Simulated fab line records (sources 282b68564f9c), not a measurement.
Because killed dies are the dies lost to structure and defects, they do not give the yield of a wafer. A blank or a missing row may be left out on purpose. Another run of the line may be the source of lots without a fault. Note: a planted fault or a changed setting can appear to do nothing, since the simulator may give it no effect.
fab line records | flow ritCmos | part 2 of 2: steps 37 to 42 of 42
record: lots: 6 | wafers: 18 | lastDay: 7
route steps=202 shown SDANNEAL@156 PSD@157 NSD@158 PLDD@159 NLDD@160 SILICIDE@161 CONTACT@168 M1@184
lots untouched by any fault: they come from a run of this same line in which no faults occurred
startH: hours from the record's opening day to when the first of the lot's shown wafers began | waitH: time in hours since the lot's previous step | " the same as in the row above | L1.1+2: one row covering several wafers at once | - no value present, or no start provided | * or withheld: withheld | < > ~ a bound
route shown NAME@n: a module of which the file shows steps, and the number in the route of the first | usual: mean and standard deviation over wafers with no fault | same: alike in all rows | chamber/n: place in a boat | sites: each site's reading | _std_site: standard deviation of those values | _edge_site: the outer-site mean with the inner-site mean subtracted | radiusMm: for every site, how far away it sits from the centre of the wafer | mask NAME#n: copy n | behind: the last tool/chamber to shape the wafer | hold: why the lot was held/for how many hours/how that ended | device: transistor that didn't switch, given as n, p or np | end of line: at the end of the route, the tests of the same wafers | a step with no rows: only its recipe | killed: not the wafer's yield, but the dies lost to structure and defects at the first sort | map: per-die view of a wafer (x killed, . not killed, _ where there is no die)
set.NAME: setting as actually run; set.NAME@STEP: the setting as run at that earlier step | model.NAME: the simulator's own value behind a step, which no gauge read
lots seen at some steps along the route; tables by step, rows by wafer
services: a tool's chamber out of use, with start hour (startH, from the record's first day; less than 0 if before it), hours out, and reason
== steps ==
step: RIT_M1_CD_MEAS_09
recipe: targetCdNm: 2600
usual: cdNm: 2600.7/1.6
lot.wafer | tool     | chamber | startH | waitH | cdNm
L589.1    | cdSem-01 | -       | 83.00  | -     | 2599.5
L589.4    | "        | -       | "      | "     | 2599.7
L589.5    | "        | -       | "      | "     | 2599.6
L595.4    | cdSem-02 | -       | 112.45 | -     | 2603.1
L595.5    | "        | -       | "      | "     | 2602.7
L595.6    | "        | -       | "      | "     | 2600.4
L596.1    | cdSem-02 | -       | 116.60 | -     | 2599.3
L596.4    | "        | -       | "      | "     | 2600.8
L596.5    | "        | -       | "      | "     | 2601.3
L602.1    | cdSem-01 | -       | 147.48 | -     | 2603.1
L602.2    | "        | -       | "      | "     | 2601.1
L602.4    | "        | -       | "      | "     | 2602.9
L604.3    | cdSem-01 | -       | 154.83 | -     | 2599.4
L604.5    | "        | -       | "      | "     | 2601.2
L604.6    | "        | -       | "      | "     | 2601.7
L605.1    | cdSem-01 | -       | 164.42 | -     | 2598.3
L605.4    | "        | -       | "      | "     | 2598.3
L605.6    | "        | -       | "      | "     | 2599.6
step: RIT_M1_OVL_MEAS_10
usual: M1_OVL: -1.2/1.3
lot.wafer | tool       | chamber | startH | waitH | M1_OVL[nm]
L589.1    | overlay-01 | -       | 83.12  | 0.1   | 0.2
L589.4    | "          | -       | "      | "     | -1.0
L589.5    | "          | -       | "      | "     | -1.3
L595.4    | overlay-01 | -       | 112.53 | 0.1   | -1.2
L595.5    | "          | -       | "      | "     | -0.6
L595.6    | "          | -       | "      | "     | -3.0
L596.1    | overlay-02 | -       | 116.72 | 0.1   | -2.7
L596.4    | "          | -       | "      | "     | -2.6
L596.5    | "          | -       | "      | "     | -4.4
L602.1    | overlay-02 | -       | 147.60 | 0.1   | -2.3
L602.2    | "          | -       | "      | "     | -1.9
L602.4    | "          | -       | "      | "     | -0.9
L604.3    | overlay-02 | -       | 154.92 | 0.1   | -2.2
L604.5    | "          | -       | "      | "     | -0.2
L604.6    | "          | -       | "      | "     | -1.9
L605.1    | overlay-02 | -       | 164.54 | 0.1   | -1.1
L605.4    | "          | -       | "      | "     | -2.7
L605.6    | "          | -       | "      | "     | -2.1
step: RIT_M1_HARDBAKE_11
recipe: resist: NOVOLAK | tempC: 140 | timeS: 120
step: RIT_M1_METAL_ETCH_12
recipe: stopOn: SiO2 | chemistry: Cl2/BCl3 | target: Al | timeS: 165 | overEtchFrac: 0.5 | pressureMtorr: 100 | targetDepthA: 6000 | rfW: 250 | Cl2_flow_sccm: 60 | bcl3FlowSccm: 50
usual: drypumpMotorCurrentA: 5.9/0.54 | heBacksideLeakSccm: 3.26/0.22 | oesProductAu: 0.779/0.016 | throttleValvePct: 8.27/0.1
lot.wafer | tool        | chamber | startH | waitH | drypumpMotorCurrentA | heBacksideLeakSccm | oesProductAu | rfHoursCounterH | throttleValvePct | model.SiO2_of_CONTACT_CVD_00.thkNm
L589.1    | rieMetal-02 | 0       | 83.41  | 0.2   | 6.3                  | 3.45               | 0.802        | 1               | 8.10             | 359.8
L589.4    | "           | 1       | "      | "     | 6.1                  | 3.17               | 0.752        | -               | 8.22             | 362.6
L589.5    | "           | 1       | "      | "     | 6.2                  | 3.17               | 0.750        | -               | 8.22             | 365.5
L595.4    | rieMetal-02 | 0       | 112.85 | 0.1   | 6.3                  | 3.17               | 0.796        | -               | 8.12             | 369.2
L595.5    | "           | 0       | "      | "     | 6.3                  | 2.98               | 0.809        | -               | 8.14             | 367.7
L595.6    | "           | 1       | "      | "     | 6.1                  | 3.29               | 0.753        | -               | 8.20             | 370.5
L596.1    | rieMetal-01 | 0       | 117.00 | 0.2   | 4.9                  | 3.64               | 0.780        | 5               | 8.34             | 357
L596.4    | "           | 0       | "      | "     | 4.9                  | 3.38               | 0.767        | -               | 8.34             | 362.6
L596.5    | "           | 0       | "      | "     | 4.9                  | 3.56               | 0.773        | -               | 8.36             | 366.5
L602.1    | rieMetal-01 | 1       | 148.00 | 0.2   | 6.2                  | 3.23               | 0.787        | 5               | 8.19             | 359.2
L602.2    | "           | 0       | "      | "     | 4.8                  | 3.54               | 0.775        | 6               | 8.36             | 169.1
L602.4    | "           | 1       | "      | "     | 6.2                  | 3.27               | 0.795        | -               | 8.20             | 364.3
L604.3    | rieMetal-01 | 1       | 155.25 | 0.2   | 6.2                  | 3.40               | 0.784        | -               | 8.18             | 353.4
L604.5    | "           | 1       | "      | "     | 6.2                  | 3.52               | 0.791        | -               | 8.18             | 364.2
L604.6    | "           | 0       | "      | "     | 4.9                  | 3.44               | 0.770        | -               | 8.36             | 363.6
L605.1    | rieMetal-03 | 0       | 164.83 | 0.2   | 6.0                  | 2.94               | 0.804        | 0               | 8.41             | 173.8
L605.4    | "           | 1       | "      | "     | 6.2                  | 3.13               | 0.776        | -               | 8.29             | 369.4
L605.6    | "           | 1       | "      | "     | 6.2                  | 3.22               | 0.770        | -               | 8.29             | 368.3
step: RIT_M1_STRIP_13
recipe: chemistry: nmp | resist: NOVOLAK | tempC: 80 | timeS: 600 | dry: n2Spin
step: RIT_M1_PROBE_99
usual: killed_at_M0_to_M3: 0.0/0.083 | killedAtContacts: 0.1/0.31 | killedAtFrontEnd: 7/3 | killedDies: 7/3 | killedOpen: 3.2/1.9 | killedShort: 3.6/2.2
same: grossDies: 264 | killed_at_M4_up: 0 | killedAtBackSide: 0 | killedAtOther: 0
lot.wafer | tool      | chamber | startH | waitH | killed_at_M0_to_M3 | killedAtContacts | killedAtFrontEnd | killedDies | killedOpen | killedShort
L589.1    | prober-02 | -       | 85.66  | 0.1   | 0                  | 0                | 5                | 5          | 3          | 2
L589.4    | prober-02 | -       | 85.81  | 0.2   | 0                  | 0                | 7                | 7          | 4          | 3
L589.5    | prober-02 | -       | 85.86  | 0.2   | 0                  | 0                | 7                | 7          | 2          | 5
L596.1    | prober-01 | -       | 119.42 | 0.1   | 0                  | 0                | 4                | 4          | 1          | 3
L596.4    | prober-01 | -       | 119.57 | 0.2   | 0                  | 0                | 6                | 6          | 2          | 4
L596.5    | prober-01 | -       | 119.62 | 0.2   | 0                  | 0                | 4                | 4          | 0          | 2
L602.1    | prober-01 | -       | 150.32 | 0.1   | 0                  | 0                | 10               | 10         | 7          | 3
L602.2    | prober-01 | -       | 150.37 | 0.1   | 0                  | 1                | 6                | 7          | 5          | 2
L602.4    | prober-01 | -       | 150.47 | 0.2   | 0                  | 0                | 10               | 10         | 6          | 4
L604.3    | prober-01 | -       | 157.56 | 0.2   | 0                  | 0                | 9                | 9          | 2          | 7
L604.5    | prober-01 | -       | 157.66 | 0.2   | 0                  | 0                | 2                | 2          | 0          | 2
L604.6    | prober-01 | -       | 157.71 | 0.2   | 0                  | 0                | 3                | 3          | 1          | 2
L605.1    | prober-02 | -       | 167.08 | 0.1   | 0                  | 0                | 2                | 2          | 1          | 1
L605.4    | prober-02 | -       | 167.23 | 0.2   | 0                  | 0                | 3                | 3          | 2          | 1
L605.6    | prober-02 | -       | 167.33 | 0.2   | 0                  | 0                | 8                | 8          | 7          | 1
killed by level:class
L589.1 FOX2:geometricParticle:short=2 FOX1:geometricParticle:open=1 GATE:geometricParticle:open=1 SILICIDE:geometricParticle:open=1
L589.4 SPACER:geometricParticle:open=2 ACTIVE:geometricParticle:open=1 FOX1:geometricParticle:short=1 GATE:geometricParticle:short=1 SPACER:geometricParticle:short=1 SILICIDE:geometricParticle:open=1
L589.5 SPACER:geometricParticle:short=3 GATE:geometricParticle:open=2 GATE:geometricParticle:short=2
L596.1 GATE:geometricParticle:short=1 SPACER:geometricParticle:open=1 SPACER:geometricParticle:short=1 SILICIDE:geometricParticle:short=1
L596.4 FOX1:geometricParticle:short=1 GATE:geometricParticle:short=1 GATE:geometricParticle:open=1 SPACER:geometricParticle:short=1 SILICIDE:geometricParticle:open=1 SILICIDE:geometricParticle:short=1
L596.5 NSD:coatMicrobubblePrinted=2 GATE:geometricParticle:short=1 REOX:geometricParticle:short=1
L602.1 GATE:geometricParticle:open=5 GATE:geometricParticle:short=3 FOX1:geometricParticle:open=2
L602.2 FOX1:geometricParticle:open=2 GATE:geometricParticle:open=2 GATE:geometricParticle:short=1 SILICIDE:geometricParticle:short=1 CONTACT:geometricParticle:open=1
L602.4 FOX1:geometricParticle:open=3 SILICIDE:geometricParticle:open=3 GATE:geometricParticle:short=2 FOX1:geometricParticle:short=1 REOX:geometricParticle:short=1
L604.3 REOX:geometricParticle:short=3 FOX1:geometricParticle:short=2 FOX1:geometricParticle:open=1 GATE:geometricParticle:open=1 SPACER:geometricParticle:short=1 SILICIDE:geometricParticle:short=1
L604.5 SPACER:geometricParticle:short=1 SILICIDE:geometricParticle:short=1
L604.6 FOX1:geometricParticle:short=1 FOX2:geometricParticle:open=1 REOX:geometricParticle:short=1
L605.1 GATE:geometricParticle:short=1 REOX:geometricParticle:open=1
L605.4 GATE:geometricParticle:short=1 GATE:geometricParticle:open=1 SPACER:geometricParticle:open=1
L605.6 SILICIDE:geometricParticle:open=3 GATE:geometricParticle:open=2 FOX1:geometricParticle:open=1 FOX1:geometricParticle:short=1 REOX:geometricParticle:open=1
== services ==
tool           | chamber | startH | hours | kind
pvdSputter-03  | -       | 57.65  | 4.0   | repair
pvdSputter-04  | -       | 58.31  | 7.3   | repair
pecvd-03       | -       | 62.97  | 1.3   | repair
rieMetal-02    | 1       | 84.95  | 27.4  | repair
rieDiel-03     | 1       | 101.81 | -     | clean
rieDiel-03     | 1       | 101.81 | 13.4  | scheduledDown
rieDiel-03     | 1       | 101.81 | 13.4  | ventCycle
rieDiel-02     | 3       | 105.16 | 7.2   | repair
pvdSputter-04  | -       | 106.93 | 5.1   | repair
plasmaAsher-01 | -       | 108.75 | 9.0   | pm
plasmaAsher-01 | 0       | 108.75 | 9.0   | ventCycle
plasmaAsher-01 | 1       | 108.75 | 9.0   | ventCycle
rieDiel-02     | 1       | 109.64 | 7.4   | repair
rieMetal-01    | 1       | 113.16 | 18.3  | repair
rieMetal-03    | -       | 115.71 | 0.7   | repair
plasmaAsher-01 | 0       | 117.75 | -     | clean
plasmaAsher-01 | 1       | 117.75 | -     | clean
rieDiel-04     | 0       | 133.36 | -     | clean
rieDiel-04     | 0       | 133.36 | 24.2  | scheduledDown
rieDiel-04     | 0       | 133.36 | 24.2  | ventCycle
rieMetal-03    | -       | 136.12 | 20.0  | pm
pvdSputter-04  | -       | 143.46 | 11.7  | repair
pvdSputter-03  | -       | 144.63 | 0.6   | repair
plasmaAsher-03 | -       | 147.35 | 23.8  | pm
== key ==
firstSign: step: RIT_CONTACT_THK_MEAS_01 | reading: visit | direction: added
effect: step: RIT_CONTACT_THK_MEAS_01 | reading: CONTACT_TEOS_THK | direction: down | sigmas: 39 | usual: 400 | struck: 208
modelEffect: step: RIT_CONTACT_CVD_00 | value: SiO2_of_CONTACT_CVD_00.thkNm | without: 400.2 | struck: 208.3
modelEffect: step: RIT_CONTACT_ETCH_11 | value: etch.depthNm | without: 400.2 | struck: 208.3
modelEffect: step: RIT_M1_METAL_ETCH_12 | value: SiO2_of_CONTACT_CVD_00.thkNm | without: 363.4 | struck: 171.4
metAt RIT_CONTACT_CVD_00
struckWafers L602.2,L605.1
testerLeftOut L602,L605
onsetBetween 112.98 141.35
fault: kind: processParameterDrift | tool: pecvd-03 | chamber: 1 | onsetH: 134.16 | steps: RIT_CONTACT_CVD_00 | channel: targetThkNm | offset: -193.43 | shape: step | endH: 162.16 | stated: 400
testerLeftOut: of these lots the tester's yield and bins aren't shown, on N5 and GAA mostly nor the transistor test; their killed dies are dies lost to structure and defects alone, not to doping, threshold or leakage, so they don't give the yield
